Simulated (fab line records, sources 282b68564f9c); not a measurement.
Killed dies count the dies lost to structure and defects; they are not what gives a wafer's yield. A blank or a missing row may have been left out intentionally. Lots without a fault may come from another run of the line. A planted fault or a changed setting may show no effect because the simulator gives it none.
fab line records	flow ritCmos
record lots=5	wafers=15	lastDay=8
route steps=202 shown ACTIVE@1 M1@202
lots with no fault: from the same line, run without faults
startH: hours from the record's first day to the start of the lot's first wafer shown	waitH: hours from the lot's prior step to this one	" the same as in the row above	L1.1+2: one row covering several wafers at once	- either no value or no given start	* or withheld: withheld	< > ~ a bound
route shown NAME@n: a module of which the file shows steps, and the number in the route of the first	usual: average and standard deviation across the fault-free wafers	same: alike in all rows	chamber/n: place in a boat	sites: the reading at each site	_std_site: the standard deviation of these	_edge_site: inner sites' mean taken away from outer sites' mean	radiusMm: for every site, how far away it sits from the centre of the wafer	mask NAME#n: copy n	behind: the most recent tool/chamber to have shaped the wafer	hold: why the lot went on hold/how many hours it stayed there/how the hold came to an end	device: transistor that didn't switch, given as n, p or np	end of line: the route-end tests of the same wafers	where a step has no rows: the recipe by itself	killed: not the wafer's yield, but the dies lost to structure and defects at the first sort	map: a wafer's dies, x killed, . not, _ none there
set.NAME: setting as actually run; set.NAME@STEP: the setting as run at that earlier step	model.NAME: the simulator's own value behind a step, which no gauge read
lots seen at some steps along the route; tables by step, rows by wafer
services: when a tool's chamber went out of use (startH, in hours from the record's first day, below 0 if earlier), for how many hours, and the reason
## steps
# step RIT_ACTIVE_BOW_MEAS_00
# recipe mode=bow
# usual INCOMING_BOW=0/6.9
lot.wafer	tool	chamber	startH	waitH	INCOMING_BOW[um]
L559.1	filmMetro-04	-	10.00	-	-4
L559.3	"	-	"	"	10
L559.5	"	-	"	"	-5
L575.1	filmMetro-01	-	90.00	-	-2
L575.3	"	-	"	"	0
L575.6	"	-	"	"	17
L576.2	filmMetro-01	-	95.02	-	8
L576.5	"	-	"	"	-3
L576.6	"	-	"	"	-2
L580.2	filmMetro-04	-	115.02	-	-2
L580.4	"	-	"	"	2
L580.6	"	-	"	"	17
L582.1	filmMetro-03	-	125.00	-	0
L582.3	"	-	"	"	-5
L582.4	"	-	"	"	-2
# step RIT_ACTIVE_OXIDATION_01
# recipe tempC=1000	ambient=O2	targetThkA=468	oxTimeS=3360
# step RIT_ACTIVE_THK_MEAS_02
# recipe reads=SiO2_of_ACTIVE_OXIDATION_01
# usual ACTIVE_OXIDE_THK=46.1/0.74
lot.wafer	tool	chamber	startH	waitH	ACTIVE_OXIDE_THK[nm]
L559.1	filmMetro-01	-	12.96	0.0	47.5
L559.3	"	-	"	"	47.5
L559.5	"	-	"	"	48.1
L575.1	filmMetro-04	-	94.24	0.0	45.9
L575.3	"	-	"	"	45.9
L575.6	"	-	"	"	46.6
L576.2	filmMetro-03	-	98.03	0.0	46.6
L576.5	"	-	"	"	46.2
L576.6	"	-	"	"	47.1
L580.2	filmMetro-01	-	118.10	0.0	46.6
L580.4	"	-	"	"	46.3
L580.6	"	-	"	"	45.7
L582.1	filmMetro-01	-	127.05	0.0	45.3
L582.3	"	-	"	"	45.3
L582.4	"	-	"	"	45.7
# step RIT_ACTIVE_CVD_03
# recipe material=Si3N4	targetThkNm=150	tempC=810	precursor=SiH2Cl2/NH3	timeS=1500	pressureMtorr=300	sih2cl2FlowSccm=62.25	nh3FlowSccm=150
# usual spikeTcCentreC=812.5/1.2	spikeTcLoadC=832.1/2.1	spikeTcSourceC=830.3/2.6	susceptorTempC=810.0/0.33
lot.wafer	tool	chamber	startH	waitH	spikeTcCentreC	spikeTcLoadC	spikeTcSourceC	susceptorTempC	model.Si3N4_of_ACTIVE_CVD_03.thkNm
L559.1	lpcvd-01	1	13.02	0.1	811.0	831.5	828.6	809.6	148.1
L559.3	"	1	"	"	813.7	832.6	830.8	810.2	148.3
L559.5	"	1	"	"	809.5	831.0	830.9	810.2	148.2
L575.1	lpcvd-01	0	94.30	0.1	812.1	828.4	830.3	810.2	149.4
L575.3	"	0	"	"	812.5	828.0	831.7	810.2	150.4
L575.6	"	0	"	"	813.6	828.5	832.0	810.6	150.1
L576.2	lpcvd-01	1	98.21	0.2	857.9	875.8	875.3	855.0	252.7
L576.5	"	1	"	"	856.2	876.2	876.0	854.4	253
L576.6	"	1	"	"	857.0	878.2	873.9	854.8	253.5
L580.2	lpcvd-01	0	118.65	0.5	810.5	829.9	828.6	810.5	149.9
L580.4	"	0	"	"	812.7	830.3	830.5	810.6	149.1
L580.6	"	0	"	"	811.6	828.9	829.8	810.2	150.1
L582.1	lpcvd-02	0	127.11	0.1	814.9	836.1	827.1	810.0	152.4
L582.3	"	0	"	"	815.2	835.0	826.6	809.7	153.9
L582.4	"	0	"	"	813.7	835.5	826.5	810.4	153.4
# step RIT_ACTIVE_THK_MEAS_04
# recipe reads=Si3N4_of_ACTIVE_CVD_03
# usual ACTIVE_NITRIDE_THK=151.4/1.6
lot.wafer	tool	chamber	startH	waitH	ACTIVE_NITRIDE_THK[nm]
L559.1	filmMetro-03	-	14.46	0.0	148.1
L559.3	"	-	"	"	148.3
L559.5	"	-	"	"	148.2
L575.1	filmMetro-04	-	95.71	0.0	149.4
L575.3	"	-	"	"	150.6
L575.6	"	-	"	"	150.1
L576.2	filmMetro-04	-	99.64	0.0	252.5
L576.5	"	-	"	"	252.8
L576.6	"	-	"	"	253.7
L580.2	filmMetro-03	-	120.07	0.0	149.8
L580.4	"	-	"	"	149.0
L580.6	"	-	"	"	150.2
L582.1	filmMetro-04	-	128.53	0.0	152.7
L582.3	"	-	"	"	153.9
L582.4	"	-	"	"	153.4
# step RIT_ACTIVE_HMDS_05
# recipe primeTimeS=60	primeTempC=140
# step RIT_ACTIVE_COAT_06
# recipe resist=NOVOLAK	spinRpm=3250	resistThkNm=1000
# step RIT_ACTIVE_SOFTBAKE_07
# recipe resist=NOVOLAK	tempC=90	timeS=60
# step RIT_ACTIVE_EXPOSE_08
# recipe maskId=M1	na=0.6	sourceShape=conventional	sigmaOuter=0.6	targetCdNm=1400	doseMj=225
# step RIT_ACTIVE_PEB_09
# recipe resist=NOVOLAK	tempC=withheld	timeS=withheld
# step RIT_ACTIVE_DEVELOP_10
# recipe resist=NOVOLAK	developTimeS=50	devTempC=23
# step RIT_ACTIVE_CD_MEAS_11
# recipe targetCdNm=1400
# usual cdNm=1399.5/2.1
lot.wafer	tool	chamber	startH	waitH	cdNm
L559.1	cdSem-01	-	15.49	-	1396.7
L559.3	"	-	"	"	1396.4
L559.5	"	-	"	"	1396.8
L575.1	cdSem-02	-	96.91	-	1396.7
L575.3	"	-	"	"	1395.7
L575.6	"	-	"	"	1396.7
L576.2	cdSem-02	-	100.69	-	1399.1
L576.5	"	-	"	"	1399.0
L576.6	"	-	"	"	1395.5
L580.2	cdSem-02	-	121.22	-	1401.5
L580.4	"	-	"	"	1397.6
L580.6	"	-	"	"	1399.2
L582.1	cdSem-01	-	129.49	-	1400.4
L582.3	"	-	"	"	1398.9
L582.4	"	-	"	"	1399.9
# step RIT_ACTIVE_HARDBAKE_12
# recipe resist=NOVOLAK	tempC=140	timeS=60
# step RIT_ACTIVE_ETCH_13
# recipe stopOn=SiO2	chemistry=SF6	target=Si3N4	timeS=210	overEtchFrac=0.4	SF6_flow_sccm=200	pressureMtorr=260	rfW=125	targetDepthA=2100
# usual chamberPressureMTorr=259.99/0.24	drypumpMotorCurrentA=6.0/0.47	oesProductAu=0.824/0.013	throttleValvePct=7.51/0.14
lot.wafer	tool	chamber	startH	waitH	chamberPressureMTorr	drypumpMotorCurrentA	oesProductAu	rfHoursCounterH	throttleValvePct	model.etch.depthNm	model.ACTIVE.featureDepthNm
L559.1	rieDiel-03	2	15.76	0.1	260.51	6.0	0.822	72	7.34	148.1	148.1
L559.3	"	0	"	"	260.01	6.5	0.791	24	7.57	148.3	148.3
L559.5	"	0	"	"	259.66	6.6	0.803	-	7.59	148.2	148.2
L575.1	rieDiel-04	3	97.18	0.1	260.13	6.1	0.811	15	7.42	149.4	151.7
L575.3	"	2	"	"	259.72	5.2	0.822	96	7.27	150.4	150.6
L575.6	"	2	"	"	260.10	5.2	0.815	-	7.27	150.1	150.3
L576.2	rieDiel-04	0	100.94	0.1	260.04	6.5	0.990	4	7.65	208.1	208.1
L576.5	"	1	"	"	259.87	5.9	1.012	-	7.55	213.1	213
L576.6	"	0	"	"	259.89	6.5	0.979	-	7.67	207.2	207.2
L580.2	rieDiel-04	2	121.47	0.1	260.25	5.2	0.823	96	7.27	149.9	150.1
L580.4	"	0	"	"	260.04	6.5	0.805	4	7.64	149.1	149.1
L580.6	"	2	"	"	260.05	5.2	0.825	-	7.27	150.1	150.3
L582.1	rieDiel-03	3	129.76	0.1	260.19	5.5	0.839	22	7.72	152.4	152.4
L582.3	"	0	"	"	260.09	6.6	0.805	26	7.58	153.9	153.9
L582.4	"	2	"	"	260.40	6.0	0.845	74	7.35	153.4	153.5
# step RIT_ACTIVE_STRIP_14
# recipe chemistry=O2	timeS=180	resist=NOVOLAK	platenTempC=withheld	powerW=500	pressureMtorr=4000	o2FlowSccm=4000
# usual chamberPressureMTorr=4001/3.7	drypumpMotorCurrentA=5.9/0.46	o2FlowSccm=4001/13
lot.wafer	tool	chamber	startH	waitH	chamberPressureMTorr	drypumpMotorCurrentA	o2FlowSccm	rfHoursCounterH
L559.1	plasmaAsher-01	1	15.90	0.1	3994	6.4	3984	33
L559.3	"	0	"	"	3999	5.5	4002	-
L559.5	"	0	"	"	4002	5.5	4006	-
L575.1	plasmaAsher-02	0	97.31	0.1	4002	5.7	3989	45
L575.3	"	0	"	"	3999	5.7	3987	-
L575.6	"	1	"	"	3998	6.6	4004	-
L576.2	plasmaAsher-02	0	101.07	0.1	4000	5.7	3993	46
L576.5	"	1	"	"	3996	6.6	3992	-
L576.6	"	0	"	"	3999	5.7	3994	-
L580.2	plasmaAsher-01	1	121.61	0.1	4001	6.4	4004	1
L580.4	"	0	"	"	3997	5.5	3998	-
L580.6	"	1	"	"	4001	6.4	3989	-
L582.1	plasmaAsher-01	0	129.89	0.1	3993	5.4	3995	1
L582.3	"	1	"	"	3992	6.4	3990	-
L582.4	"	0	"	"	4002	5.4	4009	-
# step RIT_ACTIVE_CD_MEAS_90
# recipe targetCdNm=1400
# usual cdNm=1399.5/2.1
lot.wafer	tool	chamber	startH	waitH	cdNm
L559.1	cdSem-02	-	16.07	0.1	1396.8
L559.3	"	-	"	"	1396.5
L559.5	"	-	"	"	1397.3
L575.1	cdSem-02	-	97.49	0.1	1396.7
L575.3	"	-	"	"	1395.8
L575.6	"	-	"	"	1396.4
L576.2	cdSem-02	-	101.26	0.1	1399.1
L576.5	"	-	"	"	1399.3
L576.6	"	-	"	"	1395.8
L580.2	cdSem-01	-	121.80	0.1	1401.2
L580.4	"	-	"	"	1398.1
L580.6	"	-	"	"	1399.6
L582.1	cdSem-02	-	130.06	0.1	1399.9
L582.3	"	-	"	"	1398.8
L582.4	"	-	"	"	1399.6
# step RIT_ACTIVE_CLEAN_15
# recipe chemistry=SC1	mix=3:3:50	timeS=600	tempC=75
# step RIT_ACTIVE_CLEAN_16
# recipe chemistry=dHF	dilution=50:1	timeS=30
lot.wafer	tool	chamber	startH	waitH	model.Si3N4_of_ACTIVE_CVD_03.thkNm
L559.1+5	wetBench-01	2	16.37	0.0	147.3
L559.3	"	2	"	"	147.4
L575.1	wetBench-02	0	97.78	0.0	148.5
L575.3	"	0	"	"	149.6
L575.6	"	0	"	"	149.3
L576.2	wetBench-01	3	101.55	0.0	251.8
L576.5	"	3	"	"	252.1
L576.6	"	3	"	"	252.7
L580.2	wetBench-01	0	122.25	0.0	149.1
L580.4	"	0	"	"	148.2
L580.6	"	0	"	"	149.3
L582.1	wetBench-02	1	130.38	0.0	151.6
L582.3	"	1	"	"	153.1
L582.4	"	1	"	"	152.6
# step RIT_ACTIVE_CLEAN_17
# recipe chemistry=SC2	mix=3:3:50	timeS=600	tempC=75	dry=n2Spin
# step RIT_M1_PROBE_99
# usual killedAtFrontEnd=6.8/3	killedDies=6.9/3	killedOnRim=1.9/1.5	killedOpen=3.3/1.9	killedShort=3.6/1.9
# same grossDies=264	killed_at_M0_to_M3=0	killed_at_M4_up=0	killedAtBackSide=0	killedAtContacts=0	killedAtOther=0
lot.wafer	tool	chamber	startH	waitH	killedAtFrontEnd	killedDies	killedOnRim	killedOpen	killedShort
L559.1	prober-02	-	65.09	0.1	8	8	4	3	5
L559.3	prober-02	-	65.19	0.2	4	4	0	3	1
L559.5	prober-02	-	65.29	0.2	6	6	2	2	4
L575.1	prober-02	-	140.25	0.1	4	4	2	2	2
L575.3	prober-02	-	140.35	0.2	7	7	1	3	4
L575.6	prober-02	-	140.50	0.2	4	4	2	3	1
L576.2	prober-01	-	146.16	0.1	264	264	70	3	5
L576.5	prober-01	-	146.31	0.2	264	264	70	7	3
L576.6	prober-01	-	146.36	0.2	264	264	70	1	6
L580.2	prober-01	-	166.18	0.1	6	6	3	3	3
L580.4	prober-01	-	166.28	0.2	6	6	1	3	3
L580.6	prober-01	-	166.38	0.2	2	2	1	1	1
L582.1	prober-02	-	182.08	0.1	6	6	2	2	4
L582.3	prober-02	-	182.18	0.2	7	7	5	2	5
L582.4	prober-02	-	182.23	0.2	8	8	4	6	2
# killed by level:class
L559.1 GATE:geometricParticle:open=2 SPACER:geometricParticle:short=2 SILICIDE:geometricParticle:short=2 REOX:geometricParticle:short=1 REOX:geometricParticle:open=1
L559.3 SILICIDE:geometricParticle:open=2 GATE:geometricParticle:open=1 REOX:geometricParticle:short=1
L559.5 SILICIDE:geometricParticle:short=3 GATE:geometricParticle:open=1 REOX:geometricParticle:short=1 SILICIDE:geometricParticle:open=1
L575.1 GATE:geometricParticle:open=1 GATE:geometricParticle:short=1 SPACER:geometricParticle:open=1 SILICIDE:geometricParticle:short=1
L575.3 REOX:geometricParticle:short=2 SPACER:geometricParticle:short=2 FOX1:geometricParticle:open=1 GATE:geometricParticle:open=1 SILICIDE:geometricParticle:open=1
L575.6 GATE:geometricParticle:open=3 SPACER:geometricParticle:short=1
L576.2 ACTIVE:areaEtch=256 GATE:geometricParticle:short=3 SPACER:geometricParticle:open=2 FOX1:geometricParticle:short=1 REOX:geometricParticle:short=1 SILICIDE:geometricParticle:open=1
L576.5 ACTIVE:areaEtch=254 FOX1:geometricParticle:open=2 REOX:geometricParticle:short=2 ACTIVE:geometricParticle:short=1 ACTIVE:geometricParticle:open=1 GATE:geometricParticle:open=1 REOX:geometricParticle:open=1 SPACER:geometricParticle:open=1
L576.6 ACTIVE:areaEtch=257 GATE:geometricParticle:short=4 FOX1:geometricParticle:short=1 FOX2:geometricParticle:open=1 FOX2:geometricParticle:short=1
L580.2 FOX2:geometricParticle:open=2 FOX1:geometricParticle:short=1 FOX1:geometricParticle:open=1 GATE:geometricParticle:short=1 REOX:geometricParticle:short=1
L580.4 GATE:geometricParticle:open=3 FOX1:geometricParticle:short=1 GATE:geometricParticle:short=1 SPACER:geometricParticle:short=1
L580.6 GATE:geometricParticle:open=1 REOX:geometricParticle:short=1
L582.1 GATE:geometricParticle:short=2 FOX1:geometricParticle:open=1 FOX1:geometricParticle:short=1 REOX:geometricParticle:short=1 SILICIDE:geometricParticle:open=1
L582.3 GATE:geometricParticle:short=3 GATE:geometricParticle:open=2 SILICIDE:geometricParticle:short=2
L582.4 GATE:geometricParticle:open=2 SILICIDE:geometricParticle:open=2 REOX:geometricParticle:open=1 REOX:geometricParticle:short=1 SPACER:geometricParticle:open=1 SILICIDE:geometricParticle:short=1
# map L576.2 (x killed, . not)
________xxxxxxx_______
_____xxxxxxxxxxxxx____
____xxxxxxxxxxxxxxx___
___xxxxxxxxxxxxxxxxx__
__xxxxxxxxxxxxxxxxxxx_
__xxxxxxxxxxxxxxxxxxx_
_xxxxxxxxxxxxxxxxxxxxx
_xxxxxxxxxxxxxxxxxxxxx
_xxxxxxxxxxxxxxxxxxxxx
_xxxxxxxxxxxxxxxxxxxxx
__xxxxxxxxxxxxxxxxxxx_
__xxxxxxxxxxxxxxxxxxx_
___xxxxxxxxxxxxxxxxx__
____xxxxxxxxxxxxxxx___
_____xxxxxxxxxxxxx____
________xxxxxxx_______
# map L559.1 (x killed, . not)
________.....x._______
_____.............____
____...............___
___................x__
__..................._
__..................._
_....x................
_............x........
_.....................
_.....................
__..........x........_
__..................._
___..............x..__
____.x.............___
_____..x..........____
________......._______
## services
tool	chamber	startH	hours	kind
rieDiel-04	2	-6.14	8.2	repair
rieDiel-04	-	5.63	14.6	pm
wetBench-01	-	8.85	1.9	pm
wetBench-02	-	9.67	62.7	repair
rieDiel-03	3	13.76	4.6	repair
plasmaAsher-01	-	108.75	9.0	pm
plasmaAsher-01	0	108.75	9.0	ventCycle
plasmaAsher-01	1	108.75	9.0	ventCycle
plasmaAsher-01	0	117.75	-	clean
plasmaAsher-01	1	117.75	-	clean
## key
firstSign step=RIT_ACTIVE_CVD_03	reading=susceptorTempC	direction=up	sigmas=99+	usual=*	struck=*
effect step=RIT_ACTIVE_CVD_03	reading=spikeTcCentreC	direction=up	sigmas=37	usual=812.5	struck=857.0
effect step=RIT_ACTIVE_THK_MEAS_04	reading=ACTIVE_NITRIDE_THK	direction=up	sigmas=63	usual=151.4	struck=253.0
effect step=RIT_ACTIVE_ETCH_13	reading=oesProductAu	direction=up	sigmas=13	usual=0.824	struck=0.994
effect step=RIT_M1_PROBE_99	reading=killedDies	direction=up	sigmas=87	usual=6.9	struck=264
modelEffect step=RIT_ACTIVE_CVD_03	value=Si3N4_of_ACTIVE_CVD_03.thkNm	without=149.7	struck=253
modelEffect step=RIT_ACTIVE_ETCH_13	value=etch.depthNm	without=149.7	struck=209.5
modelEffect step=RIT_ACTIVE_CLEAN_16	value=Si3N4_of_ACTIVE_CVD_03.thkNm	without=148.9	struck=252.2
moreKillsBornAt RIT_ACTIVE_ETCH_13@rieDiel-04=767
metAt RIT_ACTIVE_CVD_03
struckWafers L576.2,L576.5,L576.6
laterRowsLeftOut L576.2,L576.5,L576.6
testerLeftOut L576
onsetBetween 13.02 98.21
fault kind=processParameterDrift	tool=lpcvd-01	chamber=1	onsetH=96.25	steps=RIT_ACTIVE_CVD_03	channel=tempC	offset=*	shape=step	endH=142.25	actsIn=*	stated=*
# testerLeftOut: of these lots the tester's yield and bins aren't shown, on N5 and GAA mostly nor the transistor test; their killed dies are dies lost to structure and defects alone, not to doping, threshold or leakage, so they don't give the yield
# laterRowsLeftOut: the simulator's readings of these wafers behind a module that went badly wrong aren't trusted and aren't shown, but for the sort
